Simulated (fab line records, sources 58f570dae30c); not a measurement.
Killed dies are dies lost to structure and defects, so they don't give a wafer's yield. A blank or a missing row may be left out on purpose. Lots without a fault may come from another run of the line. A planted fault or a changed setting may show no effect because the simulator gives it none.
Which tool did it? | flow berkeley_cmos170 | 14 lots, 42 wafers sampled, at 4 steps of a route of 331

WHAT THE GAUGES READ, wafer by wafer
UCB170_V2_BOW_MEAS_03.
lot  | measured     | on            | V2_BOW (um)
L194 | day 8 22:27  | film_metro-02 | 44 53 34
L195 | day 9 12:41  | film_metro-04 | 43 48 47
L199 | day 10 14:06 | film_metro-04 | 33 46 25
L196 | day 10 14:32 | film_metro-03 | 39 43 39
L197 | day 10 14:17 | film_metro-02 | 29 26 39
L201 | day 11 06:12 | film_metro-04 | 43 43 40
L204 | day 12 02:41 | film_metro-03 | 45 44 39
L203 | day 12 06:40 | film_metro-02 | 43 36 33
L202 | day 12 07:31 | film_metro-03 | 30 36 42
L205 | day 13 02:49 | film_metro-02 | 36 37 30
L206 | day 13 01:30 | film_metro-03 | 37 39 28
L211 | day 13 20:10 | film_metro-04 | 33 41 37
L214 | day 15 00:12 | film_metro-02 | 33 38 44
L217 | day 15 02:14 | film_metro-03 | 53 48 42

UCB170_V2_CD_MEAS_90: target cd 700 nm.
lot  | measured     | on        | cd_nm (nm)
L194 | day 9 00:18  | cd_sem-01 | 700.2 701.2 701.9
L195 | day 9 14:26  | cd_sem-01 | 701.0 698.4 701.2
L199 | day 10 16:35 | cd_sem-02 | 699.9 698.8 698.3
L196 | day 10 16:55 | cd_sem-01 | 702.7 701.8 700.2
L197 | day 10 16:24 | cd_sem-02 | 699.7 701.6 702.1
L201 | day 11 07:51 | cd_sem-01 | 703.1 699.9 701.3
L204 | day 12 06:32 | cd_sem-02 | 700.5 700.0 699.2
L203 | day 12 09:06 | cd_sem-01 | 698.0 698.1 699.2
L202 | day 12 10:22 | cd_sem-02 | 699.2 700.6 697.6
L205 | day 13 04:47 | cd_sem-01 | 699.0 701.9 699.2
L206 | day 13 03:16 | cd_sem-02 | 700.0 701.4 702.3
L211 | day 13 21:55 | cd_sem-01 | 699.2 701.6 701.0
L214 | day 15 04:18 | cd_sem-01 | 699.6 699.4 700.6
L217 | day 15 06:00 | cd_sem-02 | 701.3 701.4 700.2

UCB170_M3_OVL_MEAS_16.
lot  | measured     | on         | M3_OVL (nm)
L194 | day 9 02:35  | overlay-02 | 5 -2 7
L195 | day 9 16:34  | overlay-01 | -2 5 -8
L199 | day 10 19:56 | overlay-02 | 9 5 8
L196 | day 10 19:47 | overlay-01 | -2 6 5
L197 | day 10 19:40 | overlay-01 | 6 10 3
L201 | day 11 12:50 | overlay-02 | -3 -1 -10
L204 | day 12 09:47 | overlay-01 | 0 -11 -4
L203 | day 12 12:21 | overlay-01 | 8 8 7
L202 | day 12 13:23 | overlay-02 | -1 2 3
L205 | day 13 07:03 | overlay-01 | 10 8 7
L206 | day 13 05:29 | overlay-01 | -12 -6 -10
L211 | day 14 00:52 | overlay-02 | 3 10 3
L214 | day 15 07:45 | overlay-02 | -1 -4 -2
L217 | day 15 08:31 | overlay-01 | 7 0 16

WHICH TOOL RAN EACH LOT (tool, then ch and the chambers of the sampled wafers, then the start)
lot  | UCB170_GATE_ETCH_15
L194 | rie_si-01 ch 1,2,3, day 7 11:28
L195 | rie_si-02 ch 1,2,3, day 7 23:46
L199 | rie_si-02 ch 0,1, day 8 22:08
L196 | rie_si-01 ch 0,3, day 8 22:10
L197 | rie_si-02 ch 0,2,3, day 8 22:24
L201 | rie_si-01 ch 1,2,3, day 9 16:38
L204 | rie_si-01 ch 1,2,3, day 10 10:53
L203 | rie_si-02 ch 1,3, day 10 11:10
L202 | rie_si-01 ch 0,1, day 10 11:26
L205 | rie_si-01 ch 1,2, day 11 06:57
L206 | rie_si-02 ch 0,1,3, day 11 07:13
L211 | rie_si-02 ch 0,1,2, day 12 11:40
L214 | rie_si-01 ch 0,2,3, day 13 10:31
L217 | rie_si-01 ch 0,1,2, day 13 16:14
- UCB170_GATE_ETCH_15: etches poly-Si in HBr/Cl2, stops on SiO2, time 56.3 s, target depth 278.2 nm.

WHAT THE TOOLS THEMSELVES READ (means of the sampled wafers that have a number; where no wafer has one, the mark that the record gives instead)
UCB170_GATE_ETCH_15.
lot  | tool      | drypump_motor_current_A (A) | oes_product_au (a.u.) | throttle_valve_pct (%)
L194 | rie_si-01 | 5.9                         | 0.827                 | 26.68
L195 | rie_si-02 | 5.5                         | 0.843                 | 26.47
L199 | rie_si-02 | 5.9                         | 0.827                 | 26.46
L196 | rie_si-01 | 5.7                         | 0.830                 | 26.37
L197 | rie_si-02 | 5.7                         | 0.833                 | 26.54
L201 | rie_si-01 | 5.9                         | 0.826                 | 26.74
L204 | rie_si-01 | 5.9                         | 0.820                 | 26.74
L203 | rie_si-02 | 5.6                         | 0.839                 | 26.39
L202 | rie_si-01 | 5.8                         | 0.832                 | 26.56
L205 | rie_si-01 | 5.9                         | 0.831                 | 26.92
L206 | rie_si-02 | 5.8                         | 0.826                 | 26.42
L211 | rie_si-02 | 5.6                         | 0.824                 | 26.50
L214 | rie_si-01 | 6.0                         | 0.824                 | 26.52
L217 | rie_si-01 | 6.0                         | 0.831                 | 26.68

THE ANSWER, worked out from the rows above alone
Rule: what is usual is taken from the lots themselves. Put in order of their means at a reading, lots are off if they are a third of the lots or fewer, leave a main group of 4 or more, and stand apart from it by a gap of 3 or more times the standard deviation of the main group's means; of several such gaps the widest counts. A main group whose means are all the same, to the digits that the tables above print for the reading, isn't used. A lot without any number at a reading at which 4 lots or more have one is off too. The other lots that the step has rows for count as sound. The gauges are gone through in route order, then the tools' own readings, and for those a lot's mean is taken as printed above. The first step at which some lot is off is used, and at that step the reading that is off furthest; a lot without a number counts as furthest.
No lot is off at any reading shown: from this, nothing can be told.

WHAT THE SIMULATOR HAD PUT IN
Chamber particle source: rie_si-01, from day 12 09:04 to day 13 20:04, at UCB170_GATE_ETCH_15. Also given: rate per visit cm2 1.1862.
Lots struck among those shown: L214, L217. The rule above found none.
